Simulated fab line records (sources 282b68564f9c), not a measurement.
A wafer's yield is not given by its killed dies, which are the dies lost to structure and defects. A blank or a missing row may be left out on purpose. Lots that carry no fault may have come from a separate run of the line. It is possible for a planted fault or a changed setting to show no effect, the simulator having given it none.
fab line records | flow ritCmos
[record] lots = 14 | wafers = 42 | lastDay = 7
route steps=202 shown NLDD@113 SPACER@125 NSD@137 M1@202
lots with no fault: from the same line, run without faults
startH: start of the lot's first displayed wafer, in hours after the record's first day | waitH: hours elapsed since this lot's preceding step | " identical to the entry in the row above | L1.1+2: one row covering several wafers at once | - either no value or no given start | * or withheld: withheld | < > ~ a bound
route shown NAME@n: NAME is a module with steps in the file, n the number in the route of the first one | usual: average and standard deviation across the fault-free wafers | same: alike in all rows | chamber/n: place in a boat | sites: each site's reading | _std_site: their standard deviation | _edge_site: outer sites' mean less inner sites' | radiusMm: how far each site lies from the wafer's centre | mask NAME#n: copy n | behind: the most recent tool/chamber to have shaped the wafer | hold: why the lot went on hold/how many hours it stayed there/how the hold came to an end | device: the transistor (n, p or np) that didn't switch | end of line: at the end of the route, the tests of the same wafers | a step with no rows: only its recipe | killed: dies lost to structure and defects at the first sort, not the wafer's yield | map: a wafer's dies, marking killed ones x, the rest . and places with no die _
set.NAME: setting as actually run; set.NAME@STEP: the setting as run at that earlier step | model.NAME: the simulator's own value behind a step, which no gauge read
a sample of lots followed through the steps of the route, with each step as a table and each wafer as a row
services: when a tool's chamber went out of use (startH, in hours from the record's first day, below 0 if earlier), for how many hours, and the reason
[[steps]]
[step RIT_NLDD_TW_MEAS_10]
[usual] NLDD_TW = 2492/11
lot.wafer | tool         | chamber | startH | waitH | NLDD_TW
L172.1    | filmMetro-01 | -       | 46.32  | 0.1   | 2488
L172.2    | "            | -       | "      | "     | 2501
L172.4    | "            | -       | "      | "     | 2490
L176.3    | filmMetro-01 | -       | 65.16  | 0.1   | 2482
L176.5    | "            | -       | "      | "     | 2478
L176.6    | "            | -       | "      | "     | 2485
L177.2    | filmMetro-03 | -       | 73.66  | 0.1   | 2525
L177.3    | "            | -       | "      | "     | 2513
L177.6    | "            | -       | "      | "     | 2504
L179.1    | filmMetro-02 | -       | 83.79  | 0.1   | 2501
L179.4    | "            | -       | "      | "     | 2511
L179.6    | "            | -       | "      | "     | 2500
L180.2    | filmMetro-01 | -       | 87.47  | 0.1   | 2488
L180.3    | "            | -       | "      | "     | 2506
L180.6    | "            | -       | "      | "     | 2504
L181.1    | filmMetro-01 | -       | 92.19  | 0.1   | 2493
L181.4    | "            | -       | "      | "     | 2489
L181.5    | "            | -       | "      | "     | 2487
L182.1    | filmMetro-02 | -       | 98.39  | 0.1   | 2493
L182.2    | "            | -       | "      | "     | 2506
L182.3    | "            | -       | "      | "     | 2492
L184.2    | filmMetro-02 | -       | 105.86 | 0.1   | 2502
L184.5    | "            | -       | "      | "     | 2495
L184.6    | "            | -       | "      | "     | 2490
L185.2    | filmMetro-01 | -       | 112.88 | 0.1   | 2498
L185.3    | "            | -       | "      | "     | 2482
L185.5    | "            | -       | "      | "     | 2481
L186.2    | filmMetro-01 | -       | 119.21 | 0.1   | 2475
L186.3    | "            | -       | "      | "     | 2483
L186.4    | "            | -       | "      | "     | 2476
L187.1    | filmMetro-02 | -       | 123.00 | 0.1   | 2508
L187.4    | "            | -       | "      | "     | 2506
L187.5    | "            | -       | "      | "     | 2515
L189.3    | filmMetro-03 | -       | 135.89 | 0.1   | 2488
L189.4    | "            | -       | "      | "     | 2506
L189.5    | "            | -       | "      | "     | 2500
L193.1    | filmMetro-01 | -       | 151.44 | 0.1   | 2471
L193.2    | "            | -       | "      | "     | 2479
L193.5    | "            | -       | "      | "     | 2477
L195.1    | filmMetro-03 | -       | 162.49 | 0.1   | 2484
L195.3    | "            | -       | "      | "     | 2489
L195.5    | "            | -       | "      | "     | 2502
[step RIT_SPACER_CLEAN_00]
[recipe] chemistry = SC1 | mix = 3:3:50 | timeS = 600 | tempC = 75
[usual] bathHeatDutyPct = 15.5/1.1
lot.wafer | tool        | chamber | startH | waitH | bathHeatDutyPct
L172.1    | wetBench-02 | 2       | 47.80  | 0.1   | 17.0
L172.2    | "           | 2       | "      | "     | 15.6
L172.4    | "           | 2       | "      | "     | 17.5
L176.3    | wetBench-04 | 1       | 66.63  | 0.0   | 15.2
L176.5    | "           | 1       | "      | "     | 13.9
L176.6    | "           | 1       | "      | "     | 13.7
L177.2    | wetBench-04 | 1       | 75.13  | 0.0   | 14.4
L177.3    | "           | 1       | "      | "     | 12.6
L177.6    | "           | 1       | "      | "     | 15.4
L179.1    | wetBench-03 | 0       | 85.27  | 0.1   | 14.9
L179.4    | "           | 0       | "      | "     | 15.0
L179.6    | "           | 0       | "      | "     | 15.8
L180.2    | wetBench-03 | 2       | 90.03  | 0.0   | 15.8
L180.3    | "           | 2       | "      | "     | 15.3
L180.6    | "           | 2       | "      | "     | 16.7
L181.1    | wetBench-04 | 3       | 93.67  | 0.1   | 14.9
L181.4    | "           | 3       | "      | "     | 13.8
L181.5    | "           | 3       | "      | "     | 14.5
L182.1    | wetBench-04 | 3       | 99.87  | 0.1   | 13.9
L182.2    | "           | 3       | "      | "     | 14.1
L182.3    | "           | 3       | "      | "     | 15.1
L184.2    | wetBench-04 | 1       | 107.33 | 0.0   | 14.2
L184.5    | "           | 1       | "      | "     | 12.6
L184.6    | "           | 1       | "      | "     | 14.0
L185.2    | wetBench-04 | 1       | 114.35 | 0.0   | 13.5
L185.3    | "           | 1       | "      | "     | 13.9
L185.5    | "           | 1       | "      | "     | 15.0
L186.2    | wetBench-02 | 0       | 121.00 | 0.0   | 17.8
L186.3    | "           | 0       | "      | "     | 16.3
L186.4    | "           | 0       | "      | "     | 17.3
L187.1    | wetBench-03 | 0       | 124.48 | 0.1   | 14.9
L187.4    | "           | 0       | "      | "     | 15.9
L187.5    | "           | 0       | "      | "     | 14.5
L189.3    | wetBench-02 | 2       | 137.61 | 0.0   | 16.6
L189.4    | "           | 2       | "      | "     | 16.7
L189.5    | "           | 2       | "      | "     | 15.8
L193.1    | wetBench-02 | 1       | 152.92 | 0.1   | 15.4
L193.2    | "           | 1       | "      | "     | 16.3
L193.5    | "           | 1       | "      | "     | 15.8
L195.1    | wetBench-02 | 0       | 164.09 | 0.1   | 16.1
L195.3    | "           | 0       | "      | "     | 15.8
L195.5    | "           | 0       | "      | "     | 16.7
[step RIT_NSD_OVL_MEAS_06]
[usual] NSD_OVL = -0.6/1.6
lot.wafer | tool       | chamber | startH | waitH | NSD_OVL[nm]
L172.1    | overlay-01 | -       | 51.35  | -     | -0.3
L172.2    | "          | -       | "      | "     | -0.7
L172.4    | "          | -       | "      | "     | -0.3
L176.3    | overlay-01 | -       | 70.43  | -     | 1.6
L176.5    | "          | -       | "      | "     | 1.6
L176.6    | "          | -       | "      | "     | 0.6
L177.2    | overlay-01 | -       | 79.14  | -     | -0.7
L177.3    | "          | -       | "      | "     | -0.6
L177.6    | "          | -       | "      | "     | 0.6
L179.1    | overlay-02 | -       | 89.41  | -     | -3.5
L179.4    | "          | -       | "      | "     | -2.1
L179.6    | "          | -       | "      | "     | -1.9
L180.2    | overlay-01 | -       | 93.57  | -     | -3.0
L180.3    | "          | -       | "      | "     | -1.1
L180.6    | "          | -       | "      | "     | -2.6
L181.1    | overlay-02 | -       | 97.14  | -     | -0.1
L181.4    | "          | -       | "      | "     | 0.8
L181.5    | "          | -       | "      | "     | 1.2
L182.1    | overlay-02 | -       | 103.37 | -     | 0.2
L182.2    | "          | -       | "      | "     | 0.5
L182.3    | "          | -       | "      | "     | -1.2
L184.2    | overlay-02 | -       | 110.77 | -     | -2.4
L184.5    | "          | -       | "      | "     | -2.0
L184.6    | "          | -       | "      | "     | -2.2
L185.2    | overlay-02 | -       | 117.83 | -     | 1.9
L185.3    | "          | -       | "      | "     | 2.0
L185.5    | "          | -       | "      | "     | 1.8
L186.2    | overlay-01 | -       | 125.34 | -     | -1.4
L186.3    | "          | -       | "      | "     | -1.2
L186.4    | "          | -       | "      | "     | -1.3
L187.1    | overlay-02 | -       | 127.85 | -     | 0.1
L187.4    | "          | -       | "      | "     | -0.2
L187.5    | "          | -       | "      | "     | -0.5
L189.3    | overlay-02 | -       | 141.12 | -     | 0.9
L189.4    | "          | -       | "      | "     | 1.1
L189.5    | "          | -       | "      | "     | 1.0
L193.1    | overlay-02 | -       | 156.26 | -     | -0.9
L193.2    | "          | -       | "      | "     | -1.9
L193.5    | "          | -       | "      | "     | -1.9
L195.1    | overlay-01 | -       | 167.56 | -     | -0.5
L195.3    | "          | -       | "      | "     | -1.4
L195.5    | "          | -       | "      | "     | -1.0
[step RIT_NSD_STRIP_09]
[recipe] chemistry = O2 | timeS = 180 | resist = NOVOLAK | platenTempC = withheld | powerW = 500 | pressureMtorr = 4000 | o2FlowSccm = 4000
[usual] drypumpMotorCurrentA = 5.6/0.44
lot.wafer | tool           | chamber | startH | waitH | drypumpMotorCurrentA | rfHoursCounterH
L172.1    | plasmaAsher-04 | 1       | 51.69  | 0.1   | 5.9                  | 39
L172.2    | "              | 0       | "      | "     | 5.4                  | 39
L172.4    | "              | 0       | "      | "     | 5.4                  | -
L176.3    | plasmaAsher-01 | 1       | 70.82  | 0.1   | 5.0                  | -
L176.5    | "              | 0       | "      | "     | 5.0                  | -
L176.6    | "              | 1       | "      | "     | 5.0                  | -
L177.2    | plasmaAsher-01 | 1       | 79.47  | 0.1   | 5.0                  | 45
L177.3    | "              | 1       | "      | "     | 5.0                  | -
L177.6    | "              | 0       | "      | "     | 4.9                  | -
L179.1    | plasmaAsher-01 | 1       | 89.74  | 0.1   | 5.0                  | 46
L179.4    | "              | 0       | "      | "     | 4.9                  | -
L179.6    | "              | 1       | "      | "     | 5.0                  | -
L180.2    | plasmaAsher-04 | 1       | 93.90  | 0.1   | 5.9                  | 43
L180.3    | "              | 1       | "      | "     | 5.9                  | -
L180.6    | "              | 0       | "      | "     | 5.4                  | -
L181.1    | plasmaAsher-04 | 0       | 97.48  | 0.1   | 5.4                  | 44
L181.4    | "              | 0       | "      | "     | 5.4                  | -
L181.5    | "              | 0       | "      | "     | 5.5                  | -
L182.1    | plasmaAsher-04 | 1       | 103.71 | 0.1   | 5.9                  | 44
L182.2    | "              | 0       | "      | "     | 5.4                  | 44
L182.3    | "              | 0       | "      | "     | 5.4                  | -
L184.2    | plasmaAsher-02 | 0       | 111.22 | 0.1   | 6.2                  | 48
L184.5    | "              | 1       | "      | "     | 5.5                  | -
L184.6    | "              | 0       | "      | "     | 6.2                  | -
L185.2    | plasmaAsher-01 | 0       | 118.16 | 0.1   | 4.9                  | 0
L185.3    | "              | 1       | "      | "     | 5.0                  | -
L185.5    | "              | 0       | "      | "     | 4.9                  | -
L186.2    | plasmaAsher-02 | 1       | 125.67 | 0.1   | 5.5                  | 50
L186.3    | "              | 0       | "      | "     | 6.2                  | -
L186.4    | "              | 1       | "      | "     | 5.5                  | -
L187.1    | plasmaAsher-04 | 0       | 128.19 | 0.1   | 5.4                  | 47
L187.4    | "              | 1       | "      | "     | 5.9                  | -
L187.5    | "              | 0       | "      | "     | 5.4                  | -
L189.3    | plasmaAsher-01 | 0       | 141.51 | 0.1   | 4.9                  | -
L189.4    | "              | 1       | "      | "     | 5.0                  | -
L189.5    | "              | 1       | "      | "     | 5.0                  | -
L193.1    | plasmaAsher-02 | 0       | 156.60 | 0.1   | 6.2                  | 54
L193.2    | "              | 1       | "      | "     | 5.5                  | 54
L193.5    | "              | 1       | "      | "     | 5.5                  | -
L195.1    | plasmaAsher-04 | 1       | 167.90 | 0.1   | 5.9                  | 52
L195.3    | "              | 0       | "      | "     | 5.4                  | -
L195.5    | "              | 0       | "      | "     | 5.4                  | -
[step RIT_M1_PROBE_99]
[usual] killedAtContacts = 0.0/0.18 | killedAtFrontEnd = 7/3.4 | killedDies = 7/3.4 | killedOnRim = 1.8/1.4 | killedOpen = 3.4/2 | killedShort = 3.6/2.1
[same] grossDies = 264 | killed_at_M0_to_M3 = 0 | killed_at_M4_up = 0 | killedAtBackSide = 0 | killedAtOther = 0
lot.wafer | tool      | chamber | startH | waitH | killedAtContacts | killedAtFrontEnd | killedDies | killedOnRim | killedOpen | killedShort
L172.1    | prober-01 | -       | 61.28  | 0.1   | 0                | 5                | 5          | 0           | 4          | 1
L172.2    | prober-01 | -       | 61.33  | 0.1   | 0                | 11               | 11         | 3           | 4          | 7
L172.4    | prober-01 | -       | 61.43  | 0.2   | 0                | 5                | 5          | 0           | 5          | 0
L176.3    | prober-02 | -       | 80.56  | 0.2   | 0                | 9                | 9          | 2           | 4          | 5
L176.5    | prober-02 | -       | 80.66  | 0.2   | 0                | 9                | 9          | 4           | 2          | 7
L176.6    | prober-02 | -       | 80.71  | 0.2   | 0                | 5                | 5          | 2           | 2          | 3
L177.2    | prober-01 | -       | 89.14  | 0.1   | 0                | 7                | 7          | 3           | 3          | 4
L177.3    | prober-01 | -       | 89.19  | 0.2   | 0                | 6                | 6          | 1           | 2          | 4
L177.6    | prober-01 | -       | 89.34  | 0.2   | 0                | 3                | 3          | 1           | 2          | 1
L179.1    | prober-01 | -       | 99.33  | 0.1   | 0                | 8                | 8          | 4           | 3          | 5
L179.4    | prober-01 | -       | 99.48  | 0.2   | 1                | 12               | 13         | 4           | 7          | 6
L179.6    | prober-01 | -       | 99.58  | 0.2   | 0                | 5                | 5          | 1           | 1          | 4
L180.2    | prober-02 | -       | 103.82 | 0.1   | 0                | 4                | 4          | 1           | 2          | 2
L180.3    | prober-02 | -       | 103.87 | 0.2   | 0                | 3                | 3          | 1           | 2          | 1
L180.6    | prober-02 | -       | 104.02 | 0.2   | 0                | 5                | 5          | 1           | 1          | 4
L181.1    | prober-01 | -       | 107.08 | 0.1   | 0                | 37               | 37         | 12          | 6          | 4
L181.4    | prober-01 | -       | 107.23 | 0.2   | 0                | 35               | 35         | 11          | 5          | 4
L182.1    | prober-02 | -       | 113.74 | 0.1   | 1                | 32               | 33         | 9           | 4          | 5
L182.2    | prober-02 | -       | 113.79 | 0.1   | 0                | 33               | 33         | 11          | 4          | 3
L182.3    | prober-02 | -       | 113.84 | 0.2   | 0                | 33               | 33         | 10          | 3          | 3
L184.2    | prober-02 | -       | 121.08 | 0.1   | 0                | 11               | 11         | 2           | 7          | 4
L184.5    | prober-02 | -       | 121.23 | 0.2   | 0                | 7                | 7          | 2           | 2          | 5
L184.6    | prober-02 | -       | 121.28 | 0.2   | 0                | 7                | 7          | 3           | 4          | 3
L185.2    | prober-02 | -       | 128.31 | 0.1   | 0                | 5                | 5          | 0           | 4          | 1
L185.3    | prober-02 | -       | 128.36 | 0.2   | 0                | 11               | 11         | 3           | 5          | 6
L185.5    | prober-02 | -       | 128.46 | 0.2   | 0                | 14               | 14         | 2           | 8          | 6
L186.2    | prober-01 | -       | 135.43 | 0.1   | 0                | 7                | 7          | 2           | 4          | 3
L186.3    | prober-01 | -       | 135.48 | 0.2   | 0                | 12               | 12         | 4           | 9          | 3
L186.4    | prober-01 | -       | 135.53 | 0.2   | 0                | 8                | 8          | 1           | 5          | 3
L187.1    | prober-02 | -       | 137.69 | 0.1   | 0                | 7                | 7          | 1           | 3          | 4
L187.4    | prober-02 | -       | 137.84 | 0.2   | 0                | 7                | 7          | 2           | 3          | 4
L187.5    | prober-02 | -       | 137.89 | 0.2   | 0                | 11               | 11         | 1           | 7          | 4
L189.3    | prober-02 | -       | 151.34 | 0.2   | 0                | 2                | 2          | 0           | 2          | 0
L189.4    | prober-02 | -       | 151.39 | 0.2   | 0                | 7                | 7          | 4           | 3          | 4
L189.5    | prober-02 | -       | 151.44 | 0.2   | 0                | 9                | 9          | 3           | 4          | 5
L193.1    | prober-01 | -       | 166.52 | 0.1   | 0                | 8                | 8          | 3           | 5          | 3
L193.2    | prober-01 | -       | 166.57 | 0.1   | 0                | 5                | 5          | 2           | 5          | 0
L193.5    | prober-01 | -       | 166.72 | 0.2   | 0                | 1                | 1          | 0           | 1          | 0
L195.1    | prober-01 | -       | 177.76 | 0.1   | 0                | 12               | 12         | 4           | 7          | 5
L195.3    | prober-01 | -       | 177.86 | 0.2   | 0                | 5                | 5          | 3           | 1          | 4
L195.5    | prober-01 | -       | 177.96 | 0.2   | 1                | 6                | 7          | 1           | 4          | 3
// killed by level:class
L172.1 SILICIDE:geometricParticle:open=2 FOX1:geometricParticle:open=1 GATE:geometricParticle:open=1 SILICIDE:geometricParticle:short=1
L172.2 SILICIDE:geometricParticle:short=3 FOX2:geometricParticle:open=2 FOX2:geometricParticle:short=2 FOX1:geometricParticle:open=1 GATE:geometricParticle:short=1 REOX:geometricParticle:open=1 REOX:geometricParticle:short=1
L172.4 REOX:geometricParticle:open=2 FOX1:geometricParticle:open=1 GATE:geometricParticle:open=1 SILICIDE:geometricParticle:open=1
L176.3 REOX:geometricParticle:short=3 GATE:geometricParticle:open=2 FOX2:geometricParticle:open=1 GATE:geometricParticle:short=1 REOX:geometricParticle:open=1 SILICIDE:geometricParticle:short=1
L176.5 GATE:geometricParticle:short=4 SILICIDE:geometricParticle:short=2 FOX2:geometricParticle:short=1 GATE:geometricParticle:open=1 SPACER:geometricParticle:open=1
L176.6 GATE:geometricParticle:open=2 REOX:geometricParticle:short=2 GATE:geometricParticle:short=1
L177.2 SILICIDE:geometricParticle:open=3 GATE:geometricParticle:short=2 FOX1:geometricParticle:short=1 SILICIDE:geometricParticle:short=1
L177.3 GATE:geometricParticle:short=2 GATE:geometricParticle:open=1 REOX:geometricParticle:short=1 SILICIDE:geometricParticle:short=1 SILICIDE:geometricParticle:open=1
L177.6 FOX1:geometricParticle:short=1 REOX:geometricParticle:open=1 SILICIDE:geometricParticle:open=1
L179.1 GATE:geometricParticle:open=2 SPACER:geometricParticle:short=2 FOX2:geometricParticle:short=1 GATE:geometricParticle:short=1 REOX:geometricParticle:open=1 SILICIDE:geometricParticle:short=1
L179.4 GATE:geometricParticle:short=4 GATE:geometricParticle:open=2 SPACER:geometricParticle:short=2 SILICIDE:geometricParticle:open=2 FOX2:geometricParticle:open=1 SPACER:geometricParticle:open=1 CONTACT:geometricParticle:open=1
L179.6 REOX:geometricParticle:short=2 FOX2:geometricParticle:short=1 REOX:geometricParticle:open=1 SILICIDE:geometricParticle:short=1
L180.2 FOX2:geometricParticle:short=1 GATE:geometricParticle:short=1 REOX:geometricParticle:open=1 SILICIDE:geometricParticle:open=1
L180.3 GATE:geometricParticle:open=1 REOX:geometricParticle:short=1 SILICIDE:geometricParticle:open=1
L180.6 GATE:geometricParticle:short=3 SPACER:geometricParticle:open=1 SPACER:geometricParticle:short=1
L181.1 SPACER:unspecified=27 REOX:geometricParticle:open=3 FOX1:geometricParticle:open=2 SILICIDE:geometricParticle:short=2 GATE:geometricParticle:open=1 REOX:geometricParticle:short=1 SPACER:geometricParticle:short=1
L181.4 SPACER:unspecified=26 GATE:geometricParticle:open=3 GATE:geometricParticle:short=2 FOX2:geometricParticle:short=1 REOX:geometricParticle:open=1 SILICIDE:geometricParticle:short=1 SILICIDE:geometricParticle:open=1
L182.1 SPACER:unspecified=24 GATE:geometricParticle:open=4 GATE:geometricParticle:short=3 SILICIDE:geometricParticle:short=1 CONTACT:geometricParticle:short=1
L182.2 SPACER:unspecified=26 GATE:geometricParticle:open=2 SILICIDE:geometricParticle:short=2 FOX1:geometricParticle:open=1 GATE:geometricParticle:short=1 REOX:geometricParticle:open=1
L182.3 SPACER:unspecified=27 FOX1:geometricParticle:open=2 GATE:geometricParticle:short=2 SPACER:geometricParticle:open=1 SILICIDE:geometricParticle:short=1
L184.2 SPACER:geometricParticle:open=3 FOX1:geometricParticle:open=1 FOX1:geometricParticle:short=1 FOX2:geometricParticle:open=1 GATE:geometricParticle:short=1 GATE:geometricParticle:open=1 REOX:geometricParticle:open=1 SPACER:geometricParticle:short=1
L184.5 GATE:geometricParticle:short=3 GATE:geometricParticle:open=1 SPACER:geometricParticle:short=1 SILICIDE:geometricParticle:short=1 SILICIDE:geometricParticle:open=1
L184.6 FOX1:geometricParticle:open=2 GATE:geometricParticle:short=2 GATE:geometricParticle:open=1 REOX:geometricParticle:open=1 REOX:geometricParticle:short=1
L185.2 GATE:geometricParticle:open=2 FOX2:geometricParticle:open=1 FOX2:geometricParticle:short=1 SPACER:geometricParticle:open=1
L185.3 FOX2:geometricParticle:open=3 FOX1:geometricParticle:short=2 FOX2:geometricParticle:short=2 GATE:geometricParticle:short=2 FOX1:geometricParticle:open=1 GATE:geometricParticle:open=1
L185.5 GATE:geometricParticle:short=4 GATE:geometricParticle:open=4 FOX1:geometricParticle:open=2 FOX1:geometricParticle:short=1 FOX2:geometricParticle:short=1 REOX:geometricParticle:open=1 SILICIDE:geometricParticle:open=1
L186.2 FOX1:geometricParticle:open=2 FOX2:geometricParticle:open=1 FOX2:geometricParticle:short=1 GATE:geometricParticle:open=1 REOX:geometricParticle:short=1 SILICIDE:geometricParticle:short=1
L186.3 SPACER:geometricParticle:open=4 FOX1:geometricParticle:open=2 FOX1:geometricParticle:short=2 GATE:geometricParticle:open=2 FOX2:geometricParticle:open=1 REOX:geometricParticle:short=1
L186.4 REOX:geometricParticle:open=3 REOX:geometricParticle:short=2 FOX2:geometricParticle:short=1 SPACER:geometricParticle:open=1 SILICIDE:geometricParticle:open=1
L187.1 GATE:geometricParticle:short=3 GATE:geometricParticle:open=2 REOX:geometricParticle:open=1 SPACER:geometricParticle:short=1
L187.4 FOX1:geometricParticle:open=2 FOX1:geometricParticle:short=1 FOX2:geometricParticle:short=1 REOX:geometricParticle:short=1 SPACER:geometricParticle:short=1 SILICIDE:geometricParticle:open=1
L187.5 GATE:geometricParticle:open=5 GATE:geometricParticle:short=3 FOX1:geometricParticle:open=1 SPACER:geometricParticle:short=1 SPACER:geometricParticle:open=1
L189.3 GATE:geometricParticle:open=1 SPACER:geometricParticle:open=1
L189.4 FOX2:geometricParticle:open=1 FOX2:geometricParticle:short=1 GATE:geometricParticle:short=1 GATE:geometricParticle:open=1 SPACER:geometricParticle:short=1 SPACER:geometricParticle:open=1 SILICIDE:geometricParticle:short=1
L189.5 GATE:geometricParticle:short=2 SPACER:geometricParticle:open=2 SPACER:geometricParticle:short=2 FOX1:geometricParticle:short=1 GATE:geometricParticle:open=1 REOX:geometricParticle:open=1
L193.1 REOX:geometricParticle:open=2 SILICIDE:geometricParticle:short=2 FOX1:geometricParticle:open=1 FOX2:geometricParticle:open=1 FOX2:geometricParticle:short=1 GATE:geometricParticle:open=1
L193.2 SPACER:geometricParticle:open=2 FOX1:geometricParticle:open=1 REOX:geometricParticle:open=1 SILICIDE:geometricParticle:open=1
L193.5 GATE:geometricParticle:open=1
L195.1 GATE:geometricParticle:short=3 GATE:geometricParticle:open=2 REOX:geometricParticle:open=2 FOX1:geometricParticle:open=1 SPACER:geometricParticle:open=1 SPACER:geometricParticle:short=1 SILICIDE:geometricParticle:open=1 SILICIDE:geometricParticle:short=1
L195.3 GATE:geometricParticle:short=2 FOX1:geometricParticle:short=1 FOX1:geometricParticle:open=1 SILICIDE:geometricParticle:short=1
L195.5 GATE:geometricParticle:short=3 GATE:geometricParticle:open=2 FOX1:geometricParticle:open=1 CONTACT:geometricParticle:open=1
[[services]]
tool           | chamber | startH | hours | kind
plasmaAsher-01 | -       | 40.16  | 3.9   | repair
plasmaAsher-04 | -       | 46.52  | 3.4   | repair
plasmaAsher-02 | -       | 52.80  | 3.8   | repair
plasmaAsher-04 | -       | 59.29  | 5.9   | repair
plasmaAsher-04 | -       | 68.83  | 0.6   | repair
wetBench-02    | -       | 85.43  | 2.3   | repair
wetBench-03    | -       | 90.23  | 1.8   | repair
plasmaAsher-01 | -       | 108.75 | 9.0   | pm
plasmaAsher-01 | 0       | 108.75 | 9.0   | ventCycle
plasmaAsher-01 | 1       | 108.75 | 9.0   | ventCycle
plasmaAsher-01 | 0       | 117.75 | -     | clean
plasmaAsher-01 | 1       | 117.75 | -     | clean
[[key]]
[firstSign] step = RIT_M1_PROBE_99 | reading = killedDies | direction = up | sigmas = 8.1 | usual = 7 | struck = 34
[effect] step = RIT_M1_PROBE_99 | reading = killedAtFrontEnd | direction = up | sigmas = 8 | usual = 7 | struck = 34
metAt RIT_SPACER_CLEAN_00
struckLots L181,L182
struckWafers L181.1,L181.4,L181.5,L182.1,L182.2,L182.3
rowsEnd L181.5
testerLeftOut L181,L182
notActingAt RIT_NLDD_TW_MEAS_10,RIT_NSD_OVL_MEAS_06,RIT_NSD_STRIP_09
[fault] kind = chamberParticleSource | tool = wetBench-04 | chamber = 3 | onsetH = 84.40 | steps = RIT_SPACER_CLEAN_00 | ratePerVisitCm2 = 1.6888 | endH = 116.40
// testerLeftOut: of these lots the tester's yield and bins aren't shown, on N5 and GAA mostly nor the transistor test; their killed dies are dies lost to structure and defects alone, not to doping, threshold or leakage, so they don't give the yield
// rowsEnd: these wafers met a further fault down the route, and their rows from its step on are left out
